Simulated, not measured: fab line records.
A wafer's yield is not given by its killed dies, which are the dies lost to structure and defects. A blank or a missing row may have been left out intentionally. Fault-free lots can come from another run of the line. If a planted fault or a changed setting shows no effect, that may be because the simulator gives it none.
Chamber matching    flow berkeley cmos170    4 sister chambers for UCB170_V2_CMP_02 on cmp-01
The step polishes SiO2. 8 wafers are shown with their chamber, then 7 later ones without.

WAFERS, EACH WITH ITS CHAMBER
wafer   chamber  motor current A (A)
L152.6  2        17.4
L160.2  2        17.4
L160.6  1        13.7
L166.2  1        14.6
L166.3  0        19.4
L166.4  3        17.8
L168.1  0        18.4
L168.3  3        18.4

WAFERS WITH NO CHAMBER GIVEN
wafer   motor current A (A)
L168.4  14.3
L170.1  17.6
L170.2  18.8
L170.4  19.2
L172.2  19.1
L172.5  18.3
L172.6  16.3

WHICH CHAMBER EACH WENT THROUGH
wafer   from the rows above           in truth
L168.4  1                             1
L170.1  can't be placed: 2 or 3       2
L170.2  can't be placed: 0 or 3       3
L170.4  can't be placed: 0 or 3       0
L172.2  can't be placed: 0 or 3       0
L172.5  can't be placed: 3 or 0 or 2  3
L172.6  can't be placed: 2 or 3       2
Placed correctly: 1 of 7. From these rows, 6 cannot be placed; in 6 the true chamber is one of the candidates. Placed wrongly: 0.
How it was worked out, from the rows above alone: a wafer's distance from a chamber is the root of the sum, over the readings, of the square of ((its reading less the chamber's mean) divided by the reading's scatter). If the next closest chamber is less than 2 further off than the closest, the wafer can't be placed; otherwise it belongs to the closest. Each chamber's mean is taken over the wafers shown for it. How the scatter is found: for the shown wafers, subtract from each reading the mean of its chamber, square and add these, divide the total by (wafers less chambers), then take the root.
